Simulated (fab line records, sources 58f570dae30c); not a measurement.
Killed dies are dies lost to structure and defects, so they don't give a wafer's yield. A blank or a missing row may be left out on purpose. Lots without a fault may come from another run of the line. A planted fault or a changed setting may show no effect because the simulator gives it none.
fab line records | flow berkeley_cmos170
record lots=5 wafers=23
route steps=331 shown SDANNEAL@205 PSD@206 NSD@207 PLDD@208 NLDD@209 SILICIDE@211 M1@238 M2@276 M3@327
start_h: hours from the record's first day to the start of the lot's first wafer shown | wait_h: hours since the lot's step before | " the same as in the row above | L1.1+2: a row that stands for several wafers | - no value, or no start given | * or withheld: withheld | < > ~ a bound
route shown NAME@n: a module of which the file shows steps, and the number in the route of the first | usual: mean/standard deviation of fault-free wafers | same: alike in all rows | chamber/n: place in a boat | sites: the reading at each site | _std_site: their standard deviation | _edge_site: outer sites' mean less inner sites' | radius_mm: how far each site lies from the wafer's centre | mask NAME#n: copy n | behind: the tool/chamber that last shaped the wafer | hold: why the lot was held/for how many hours/how that ended | device: the transistor (n, p or np) that didn't switch | end of line: the same wafers' tests at the end of the route | a step without rows: its recipe alone | killed: dies lost to structure and defects at the first sort, not the wafer's yield | map: a wafer's dies, x killed, . not, _ none there
set.NAME: the setting as run; set.NAME@STEP: as run at that earlier step | model.NAME: the simulator's own value behind a step, which no gauge read
lots whose settings were changed on purpose; a table a step, a row a wafer
## steps
# step UCB170_SDANNEAL_RTA_01
# recipe temp_c=1050 time_s=5 ambient=N2
# columns lot.wafer tool chamber start_h wait_h set.time_s
L074.1+3 rtp_anneal-02 0 176.87 0.1 5
L074.4+5+6 " 0 " " 4.672
L080.1+2+3 rtp_anneal-01 0 211.61 0.1 5.572
L080.4+5 " 0 " " 5
L082.2+4+6 rtp_anneal-02 0 211.94 0.1 5
L081.1+2+4+5+6 rtp_anneal-02 0 213.25 0.1 5
L083.1+6 rtp_anneal-01 0 216.97 0.1 5.502
L083.3+4+5 " 0 " " 5
# step UCB170_SDANNEAL_RS_MEAS_02
# recipe thk_meas_gauge=four-point-probe
# usual PSD_RS=75.52/0.27
# columns lot.wafer tool chamber start_h wait_h set.time_s@SDANNEAL_RTA_01 PSD_RS[ohm/sq]
L074.1 film_metro-02 - 176.93 0.0 5 76.01
L074.3 " - " " 5 75.99
L074.4 " - " " 4.672 77.04
L074.5 " - " " 4.672 76.89
L074.6 " - " " 4.672 77.21
L080.1 film_metro-01 - 211.67 0.0 5.572 73.93
L080.2 " - " " 5.572 74.03
L080.3 " - " " 5.572 73.82
L080.4 " - " " 5 75.55
L080.5 " - " " 5 75.50
L082.2 film_metro-02 - 212.06 0.1 5 75.41
L082.4 " - " " 5 75.49
L082.6 " - " " 5 75.94
L081.1 film_metro-04 - 213.37 0.1 5 75.69
L081.2 " - " " 5 75.81
L081.4 " - " " 5 75.92
L081.5 " - " " 5 75.33
L081.6 " - " " 5 75.45
L083.1 film_metro-04 - 217.20 0.2 5.502 73.55
L083.3 " - " " 5 75.46
L083.4 " - " " 5 75.16
L083.5 " - " " 5 75.12
L083.6 " - " " 5.502 73.55
# step UCB170_SDANNEAL_RS_MEAS_03
# recipe thk_meas_gauge=four-point-probe
# usual NSD_RS=37.25/0.083
# columns lot.wafer tool chamber start_h wait_h set.energy_kev@NSD_IMPLANT_08 set.time_s@SDANNEAL_RTA_01 NSD_RS[ohm/sq]
L074.1 film_metro-02 - 177.05 0.1 39.32 5 37.48
L074.3 " - " " 39.32 5 37.43
L074.4 " - " " 39.32 4.672 37.81
L074.5 " - " " 40 4.672 37.48
L074.6 " - " " 40 4.672 37.45
L080.1 film_metro-01 - 211.79 0.1 40.75 5.572 36.75
L080.2 " - " " 40 5.572 37.06
L080.3 " - " " 40 5.572 37.02
L080.4 " - " " 40.75 5 37.16
L080.5 " - " " 40 5 37.45
L082.2 film_metro-02 - 212.18 0.1 40 5 37.12
L082.4 " - " " 40 5 37.27
L082.6 " - " " 40 5 37.25
L081.1 film_metro-04 - 213.49 0.1 37.77 5 37.90
L081.2 " - " " 40 5 37.26
L081.4 " - " " 40 5 37.24
L081.5 " - " " 37.77 5 37.91
L081.6 " - " " 37.77 5 37.97
L083.1 film_metro-04 - 217.32 0.1 38.47 5.502 37.32
L083.3 " - " " 38.47 5 37.72
L083.4 " - " " 40 5 37.15
L083.5 " - " " 38.47 5 37.68
L083.6 " - " " 40 5.502 36.88
# step UCB170_SDANNEAL_RS_MEAS_04
# recipe thk_meas_gauge=four-point-probe
# usual PLDD_RS=1030.9/2.2
# columns lot.wafer tool chamber start_h wait_h set.dose_cm2@PLDD_IMPLANT_09 PLDD_RS[ohm/sq]
L074.1 film_metro-02 - 177.17 0.1 4.872e+13 1045.6
L074.3 " - " " 5e+13 1032.1
L074.4 " - " " 4.872e+13 1046.1
L074.5 " - " " 5e+13 1033.3
L074.6 " - " " 5e+13 1033.2
L080.1 film_metro-01 - 211.91 0.1 5.138e+13 1014.3
L080.2 " - " " 5.138e+13 1018.4
L080.3 " - " " 5.138e+13 1013.4
L080.4 " - " " 5e+13 1030.5
L080.5 " - " " 5e+13 1028.7
L082.2 film_metro-02 - 212.30 0.1 5e+13 1034.2
L082.4 " - " " 5e+13 1033.3
L082.6 " - " " 5e+13 1032.2
L081.1 film_metro-04 - 213.61 0.1 5e+13 1031.6
L081.2 " - " " 5e+13 1030.9
L081.4 " - " " 5e+13 1032.0
L081.5 " - " " 5e+13 1028.2
L081.6 " - " " 5e+13 1033.2
L083.1 film_metro-04 - 217.44 0.1 5e+13 1030.7
L083.3 " - " " 5.211e+13 1016.3
L083.4 " - " " 5.211e+13 1010.4
L083.5 " - " " 5e+13 1030.4
L083.6 " - " " 5e+13 1028.0
# step UCB170_SDANNEAL_RS_MEAS_05
# recipe thk_meas_gauge=four-point-probe
# usual NLDD_RS=616.2/1.6
# columns lot.wafer tool chamber start_h wait_h set.dose_cm2@NLDD_IMPLANT_08 NLDD_RS[ohm/sq]
L074.1 film_metro-02 - 177.29 0.1 5e+13 616.1
L074.3 " - " " 5e+13 615.8
L074.4 " - " " 5e+13 615.1
L074.5 " - " " 5e+13 614.9
L074.6 " - " " 5e+13 615.2
L080.1 film_metro-01 - 212.03 0.1 5e+13 615.0
L080.2 " - " " 4.729e+13 626.9
L080.3 " - " " 4.729e+13 627.4
L080.4 " - " " 4.729e+13 625.4
L080.5 " - " " 5e+13 613.3
L082.2 film_metro-02 - 212.42 0.1 5e+13 615.3
L082.4 " - " " 5e+13 617.0
L082.6 " - " " 5e+13 619.1
L081.1 film_metro-04 - 213.73 0.1 4.647e+13 631.5
L081.2 " - " " 5e+13 615.8
L081.4 " - " " 4.647e+13 631.7
L081.5 " - " " 5e+13 616.0
L081.6 " - " " 5e+13 616.6
L083.1 film_metro-04 - 217.56 0.1 5.343e+13 601.0
L083.3 " - " " 5e+13 615.1
L083.4 " - " " 5.343e+13 599.8
L083.5 " - " " 5e+13 612.8
L083.6 " - " " 5e+13 614.9
# step UCB170_SILICIDE_SPUTTER_01
# recipe material=Ti target_thk_nm=30 time_s=25 power_w=1500 chamber_pressure_pa=0.5
# columns lot.wafer tool chamber start_h wait_h set.power_w model.Ti_of_SILICIDE_SPUTTER_01.thk_nm
L074.1 pvd_sputter-01 - 177.48 0.0 1500 29.89
L074.3 " - " " 1557 31.1
L074.4 " - " " 1500 29.65
L074.5 " - " " 1500 29.49
L074.6 " - " " 1557 31.16
L080.1 pvd_sputter-01 - 212.22 0.0 1369 27.63
L080.2 " - " " 1500 30.14
L080.3 " - " " 1500 30.23
L080.4 " - " " 1500 30.08
L080.5 " - " " 1369 27.52
L082.2 pvd_sputter-03 - 212.58 0.0 1500 30.3
L082.4 " - " " 1500 30.61
L082.6 " - " " 1500 30.74
L081.1 pvd_sputter-02 - 213.91 0.0 1632 32.32
L081.2 " - " " 1632 32.48
L081.4 " - " " 1632 32.45
L081.5 " - " " 1500 29.76
L081.6 " - " " 1500 30.16
L083.1 pvd_sputter-03 - 217.74 0.0 1500 29.99
L083.3 " - " " 1500 29.69
L083.4 " - " " 1591 31.65
L083.5 " - " " 1591 31.32
L083.6 " - " " 1500 29.79
# step UCB170_SILICIDE_RS_MEAS_02
# recipe thk_meas_gauge=four-point-probe reads=Ti_of_SILICIDE_SPUTTER_01
# usual SILICIDE_TI_RS=26.1/0.34
# columns lot.wafer tool chamber start_h wait_h set.power_w@SILICIDE_SPUTTER_01 SILICIDE_TI_RS[ohm/sq]
L074.1 film_metro-03 - 177.51 0.0 1500 26.3
L074.3 " - " " 1557 25.0
L074.4 " - " " 1500 26.5
L074.5 " - " " 1500 26.7
L074.6 " - " " 1557 25.0
L080.1 film_metro-01 - 212.25 0.0 1369 28.7
L080.2 " - " " 1500 26.0
L080.3 " - " " 1500 25.9
L080.4 " - " " 1500 26.0
L080.5 " - " " 1369 28.9
L082.2 film_metro-01 - 212.63 0.0 1500 25.8
L082.4 " - " " 1500 25.5
L082.6 " - " " 1500 25.4
L081.1 film_metro-03 - 213.94 0.0 1632 24.0
L081.2 " - " " 1632 23.8
L081.4 " - " " 1632 23.8
L081.5 " - " " 1500 26.3
L081.6 " - " " 1500 26.0
L083.1 film_metro-03 - 217.77 0.0 1500 26.1
L083.3 " - " " 1500 26.4
L083.4 " - " " 1591 24.5
L083.5 " - " " 1591 24.8
L083.6 " - " " 1500 26.3
# step UCB170_SILICIDE_THK_MEAS_03
# recipe thk_meas_gauge=xrf reads=Ti_of_SILICIDE_SPUTTER_01
# usual SILICIDE_TI_THK=29.6/0.34
# columns lot.wafer tool chamber start_h wait_h set.power_w@SILICIDE_SPUTTER_01 SILICIDE_TI_THK[nm]
L074.1 film_metro-03 - 177.63 0.1 1500 29.3
L074.3 " - " " 1557 30.4
L074.4 " - " " 1500 29.0
L074.5 " - " " 1500 29.0
L074.6 " - " " 1557 30.6
L080.1 film_metro-01 - 212.37 0.1 1369 27.3
L080.2 " - " " 1500 29.8
L080.3 " - " " 1500 29.9
L080.4 " - " " 1500 29.8
L080.5 " - " " 1369 27.1
L082.2 film_metro-01 - 212.74 0.1 1500 29.9
L082.4 " - " " 1500 30.1
L082.6 " - " " 1500 30.4
L081.1 film_metro-03 - 214.06 0.1 1632 31.8
L081.2 " - " " 1632 32.0
L081.4 " - " " 1632 32.1
L081.5 " - " " 1500 29.4
L081.6 " - " " 1500 29.8
L083.1 film_metro-03 - 217.89 0.1 1500 29.5
L083.3 " - " " 1500 29.3
L083.4 " - " " 1591 31.2
L083.5 " - " " 1591 30.9
L083.6 " - " " 1500 29.4
# step UCB170_M1_SPUTTER_00
# recipe material=Al target_thk_nm=600 time_s=80 power_w=6000 chamber_pressure_pa=0.5
# columns lot.wafer tool chamber start_h wait_h set.power_w model.Al_of_M1_SPUTTER_00.thk_nm
L074.1 pvd_sputter-04 - 182.15 0.0 6000 590.2
L074.3 " - " " 6529 657.4
L074.4 " - " " 6529 643.9
L074.5 " - " " 6000 590.8
L074.6 " - " " 6000 592.2
L080.1 pvd_sputter-02 - 218.09 0.0 5386 531.5
L080.2 " - " " 5386 529.1
L080.3 " - " " 6000 592.6
L080.4 " - " " 6000 585.3
L080.5 " - " " 6000 594
L082.2 pvd_sputter-01 - 218.95 0.0 6000 601.8
L082.4 " - " " 6000 603.7
L082.6 " - " " 6000 606.7
L081.1 pvd_sputter-04 - 219.40 0.0 6304 623.8
L081.2 " - " " 6000 594.1
L081.4 " - " " 6000 603.2
L081.5 " - " " 6000 590.8
L081.6 " - " " 6304 624.6
L083.1 pvd_sputter-02 - 224.05 0.0 6000 593.9
L083.3 " - " " 6000 597.1
L083.4 " - " " 6000 606.3
L083.5 " - " " 6000 600.2
L083.6 " - " " 6000 597.3
# step UCB170_M1_RS_MEAS_01
# recipe thk_meas_gauge=four-point-probe reads=Al_of_M1_SPUTTER_00
# usual M1_AL_RS=0.0486/0.00055
# columns lot.wafer tool chamber start_h wait_h set.power_w@M1_SPUTTER_00 M1_AL_RS[ohm/sq]
L074.1 film_metro-02 - 182.22 0.0 6000 0.0494
L074.3 " - " " 6529 0.0442
L074.4 " - " " 6529 0.0451
L074.5 " - " " 6000 0.0493
L074.6 " - " " 6000 0.0492
L080.1 film_metro-02 - 218.15 0.0 5386 0.0550
L080.2 " - " " 5386 0.0552
L080.3 " - " " 6000 0.0491
L080.4 " - " " 6000 0.0498
L080.5 " - " " 6000 0.0490
L082.2 film_metro-02 - 219.03 0.1 6000 0.0484
L082.4 " - " " 6000 0.0482
L082.6 " - " " 6000 0.0480
L081.1 film_metro-04 - 219.46 0.0 6304 0.0466
L081.2 " - " " 6000 0.0490
L081.4 " - " " 6000 0.0483
L081.5 " - " " 6000 0.0492
L081.6 " - " " 6304 0.0466
L083.1 film_metro-02 - 224.11 0.0 6000 0.0491
L083.3 " - " " 6000 0.0488
L083.4 " - " " 6000 0.0480
L083.5 " - " " 6000 0.0484
L083.6 " - " " 6000 0.0488
# step UCB170_M1_THK_MEAS_02
# recipe thk_meas_gauge=xrf reads=Al_of_M1_SPUTTER_00
# usual M1_AL_THK=607/8.1
# columns lot.wafer tool chamber start_h wait_h set.power_w@M1_SPUTTER_00 M1_AL_THK[nm]
L074.1 film_metro-02 - 182.34 0.1 6000 592
L074.3 " - " " 6529 664
L074.4 " - " " 6529 648
L074.5 " - " " 6000 594
L074.6 " - " " 6000 596
L080.1 film_metro-02 - 218.27 0.1 5386 533
L080.2 " - " " 5386 531
L080.3 " - " " 6000 596
L080.4 " - " " 6000 589
L080.5 " - " " 6000 599
L082.2 film_metro-02 - 219.14 0.1 6000 605
L082.4 " - " " 6000 605
L082.6 " - " " 6000 610
L081.1 film_metro-04 - 219.58 0.1 6304 632
L081.2 " - " " 6000 604
L081.4 " - " " 6000 611
L081.5 " - " " 6000 599
L081.6 " - " " 6304 634
L083.1 film_metro-02 - 224.23 0.1 6000 598
L083.3 " - " " 6000 601
L083.4 " - " " 6000 610
L083.5 " - " " 6000 605
L083.6 " - " " 6000 601
# step UCB170_M1_COAT_04
# recipe resist=KrF spin_rpm=1500 resist_thk_nm=900
# columns lot.wafer tool chamber start_h wait_h set.resist_thk_nm model.KrF_of_M1_COAT_04.thk_nm
L074.1 litho_track-03 0 - - 900 898.3
L074.3 " 0 " " 900 -
L074.4 " 0 " " 939.8 -
L074.5 " 0 " " 900 898.1
L074.6 " 0 " " 939.8 935.8
L080.1 litho_track-03 0 - - 900 -
L080.2 " 0 " " 946.9 -
L080.3 " 0 " " 900 902
L080.4 " 0 " " 900 904.4
L080.5 " 0 " " 946.9 950.3
L082.2+6 litho_track-02 0 - - 900 899.1
L082.4 " 0 " " 900 897.4
L081.1 litho_track-03 0 - - 851.2 -
L081.2 " 0 " " 851.2 854.1
L081.4 " 0 " " 900 901
L081.5 " 0 " " 851.2 849.2
L081.6 " 0 " " 900 -
L083.1 litho_track-02 0 - - 900 901.1
L083.3 " 0 " " 900 896.5
L083.4 " 0 " " 935.4 933.9
L083.5 " 0 " " 935.4 933.7
L083.6 " 0 " " 935.4 932.4
# step UCB170_M1_SOFTBAKE_05
# recipe resist=KrF temp_c=130 time_s=60
# step UCB170_M1_EXPOSE_06
# recipe mask_id=METAL1 target_cd_nm=700 na=0.5 sigma_outer=0.6 source_shape=conventional dose_mj=21
# step UCB170_M1_ETCH_11
# recipe chemistry=N2/H2 target_depth_a=withheld overetch_a=withheld target=BARC time_s=withheld source_w=500 bias_w=100 pressure_mtorr=30 n2_flow_sccm=100 h2_flow_sccm=200
# step UCB170_M1_METAL_ETCH_12
# recipe chemistry=Cl2/BCl3 target=Al stop_on=PSG pressure_mtorr=12 target_depth_a=7800 over_etch_frac=0.3 time_s=130 icp_w=600 bias_w=120 Cl2_flow_sccm=90 bcl3_flow_sccm=45
# columns lot.wafer tool chamber start_h wait_h set.resist_thk_nm@M1_COAT_04 model.KrF_of_M1_COAT_04.thk_nm
L074.1 rie_metal-03 1 183.73 - 900 429.2
L074.3 " 1 " " 900 -
L074.4 " 0 " " 939.8 -
L074.5 " 1 " " 900 430
L074.6 " 0 " " 939.8 486.7
L080.1 rie_metal-03 0 219.71 - 900 -
L080.2 " 1 " " 946.9 -
L080.3 " 0 " " 900 454.9
L080.4 " 1 " " 900 437.6
L080.5 " 1 " " 946.9 483
L082.2 rie_metal-04 1 220.86 - 900 437
L082.4 " 1 " " 900 432.4
L082.6 " 1 " " 900 433.7
L081.1 rie_metal-02 0 221.06 - 851.2 -
L081.2 " 1 " " 851.2 381.7
L081.4 " 1 " " 900 430.4
L081.5 " 0 " " 851.2 388
L081.6 " 1 " " 900 -
L083.1 rie_metal-03 1 225.67 - 900 439.1
L083.3 " 0 " " 900 445.9
L083.4 " 1 " " 935.4 466.1
L083.5 " 0 " " 935.4 485
L083.6 " 1 " " 935.4 467.4
# step UCB170_M2_COAT_05
# recipe resist=KrF spin_rpm=1500 resist_thk_nm=900
# columns lot.wafer tool chamber start_h wait_h set.resist_thk_nm model.KrF_of_M2_COAT_05.thk_nm
L074.1 litho_track-03 0 188.16 0.1 900 898.9
L074.3 " 0 " " 900 895.6
L074.4 " 0 " " 900 900.8
L074.5 " 0 " " 900 899.8
L074.6 " 0 " " 900 898.5
L080.1 litho_track-01 0 225.83 0.1 900 902.3
L080.2 " 0 " " 876.5 877.8
L080.3 " 0 " " 900 901.5
L080.4 " 0 " " 876.5 877.1
L080.5 " 0 " " 876.5 880.9
L082.2 litho_track-01 0 227.68 0.1 900 896.9
L082.4 " 0 " " 900 893.7
L082.6 " 0 " " 900 898.1
L081.1 litho_track-01 0 228.10 0.1 872.1 868.9
L081.2 " 0 " " 900 899.8
L081.4 " 0 " " 872.1 872.3
L081.5 " 0 " " 872.1 871
L081.6 " 0 " " 900 899.3
L083.1 litho_track-03 0 235.25 0.1 946.8 950.9
L083.3 " 0 " " 900 904.4
L083.4 " 0 " " 900 903.3
L083.5 " 0 " " 946.8 952.9
L083.6 " 0 " " 900 902.8
# step UCB170_M2_SOFTBAKE_06
# recipe resist=KrF temp_c=130 time_s=60
# step UCB170_M2_STRIP_07
# recipe chemistry=O2 power_w=400 pressure_mtorr=3500 platen_temp_c=withheld o2_flow_sccm=400 overash_fraction=0.5
# usual strip_time_to_endpoint_s=21.99/0.056
# columns lot.wafer tool chamber start_h wait_h set.resist_thk_nm@M2_COAT_05 strip_time_to_endpoint_s
L074.1 plasma_asher-01 0 188.46 0.1 900 21.97
L074.3 " 1 " " 900 21.86
L074.4 " 0 " " 900 21.98
L074.5 " 0 " " 900 21.96
L074.6 " 1 " " 900 21.93
L080.1 plasma_asher-01 0 226.13 0.1 900 22.02
L080.2 " 1 " " 876.5 21.44
L080.3 " 1 " " 900 22.00
L080.4 " 0 " " 876.5 21.41
L080.5 " 1 " " 876.5 21.50
L082.2 plasma_asher-04 0 227.95 0.1 900 21.90
L082.4 " 1 " " 900 21.82
L082.6 " 0 " " 900 21.92
L081.1 plasma_asher-03 1 228.40 0.1 872.1 21.23
L081.2 " 0 " " 900 21.97
L081.4 " 1 " " 872.1 21.31
L081.5 " 0 " " 872.1 21.27
L081.6 " 1 " " 900 21.95
L083.1 plasma_asher-03 1 235.55 0.1 946.8 23.19
L083.3 " 1 " " 900 22.08
L083.4 " 0 " " 900 22.05
L083.5 " 0 " " 946.8 23.23
L083.6 " 1 " " 900 22.04
# step UCB170_M3_METAL_ETCH_18
# recipe chemistry=Cl2/BCl3 target=Al stop_on=SiO2 pressure_mtorr=12 target_depth_a=11700 over_etch_frac=0.3 time_s=195 icp_w=600 bias_w=120 Cl2_flow_sccm=90 bcl3_flow_sccm=45
# columns lot.wafer tool chamber start_h wait_h set.icp_w model.KrF_of_M3_COAT_10.thk_nm
L074.1 rie_metal-04 1 196.75 - 600 223.2
L074.3 " 1 " " 625.8 223.9
L074.4 " 0 " " 625.8 178.8
L074.5 " 1 " " 600 216
L074.6 " 0 " " 600 229
L080.1 rie_metal-01 0 237.20 - 578.6 220.8
L080.2 " 0 " " 600 195.8
L080.3 " 0 " " 578.6 216.4
L080.4 " 0 " " 578.6 220
L080.5 " 0 " " 600 196.6
L082.2 rie_metal-04 0 238.39 - 600 200.4
L082.4 " 0 " " 600 202.8
L082.6 " 1 " " 600 213.2
L081.1 rie_metal-01 0 238.73 - 600 194.4
L081.2 " 0 " " 600 197.5
L081.4 " 0 " " 600 194.3
L081.5 " 0 " " 600 196.6
L081.6 " 0 " " 600 189.3
L083.1 rie_metal-01 0 243.60 - 600 192.8
L083.3 " 0 " " 649.9 136.5
L083.4 " 0 " " 600 188.7
L083.5 " 0 " " 649.9 143.1
L083.6 " 0 " " 600 196.1
## key
split step=UCB170_SDANNEAL_RTA_01 setting=time_s stated=5 by=wafer
response step=UCB170_SDANNEAL_RS_MEAS_02 reading=PSD_RS change=-0.154 per=1% r=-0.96
response step=UCB170_SDANNEAL_RS_MEAS_03 reading=NSD_RS slope=-0.0355 per=1% together_with=energy_kev@NSD_IMPLANT_08 explained=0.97
split step=UCB170_SILICIDE_SPUTTER_01 setting=power_w stated=1500 by=wafer
response step=UCB170_SILICIDE_SPUTTER_01 reading=model.Ti_of_SILICIDE_SPUTTER_01.thk_nm change=+0.291 per=1% r=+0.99
response step=UCB170_SILICIDE_RS_MEAS_02 reading=SILICIDE_TI_RS change=-0.294 per=1% r=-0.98
response step=UCB170_SILICIDE_THK_MEAS_03 reading=SILICIDE_TI_THK change=+0.287 per=1% r=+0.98
split step=UCB170_M1_SPUTTER_00 setting=power_w stated=6000 by=wafer
response step=UCB170_M1_SPUTTER_00 reading=model.Al_of_M1_SPUTTER_00.thk_nm change=+6.18 per=1% r=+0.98
response step=UCB170_M1_RS_MEAS_01 reading=M1_AL_RS change=-0.000536 per=1% r=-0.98
response step=UCB170_M1_THK_MEAS_02 reading=M1_AL_THK change=+6.39 per=1% r=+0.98
split step=UCB170_M1_COAT_04 setting=resist_thk_nm stated=900 by=wafer
response step=UCB170_M1_COAT_04 reading=model.KrF_of_M1_COAT_04.thk_nm change=+8.89 per=1% r=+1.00
response step=UCB170_M1_METAL_ETCH_12 reading=model.KrF_of_M1_COAT_04.thk_nm change=+8.71 per=1% r=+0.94
split step=UCB170_M2_COAT_05 setting=resist_thk_nm stated=900 by=wafer
response step=UCB170_M2_COAT_05 reading=model.KrF_of_M2_COAT_05.thk_nm change=+9.25 per=1% r=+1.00
response step=UCB170_M2_STRIP_07 reading=strip_time_to_endpoint_s change=* per=1% r=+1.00
split step=UCB170_M3_METAL_ETCH_18 setting=icp_w stated=600 by=wafer
response step=UCB170_M3_METAL_ETCH_18 reading=model.KrF_of_M3_COAT_10.thk_nm change=-6.1 per=1% r=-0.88
split outside_this_file step=UCB170_PLDD_IMPLANT_09 setting=dose_cm2
split outside_this_file step=UCB170_NLDD_IMPLANT_08 setting=dose_cm2
split outside_this_file step=UCB170_NSD_IMPLANT_08 setting=energy_kev
# split outside_this_file: this setting was split too, and the file shows its column; the key of that split is in another file
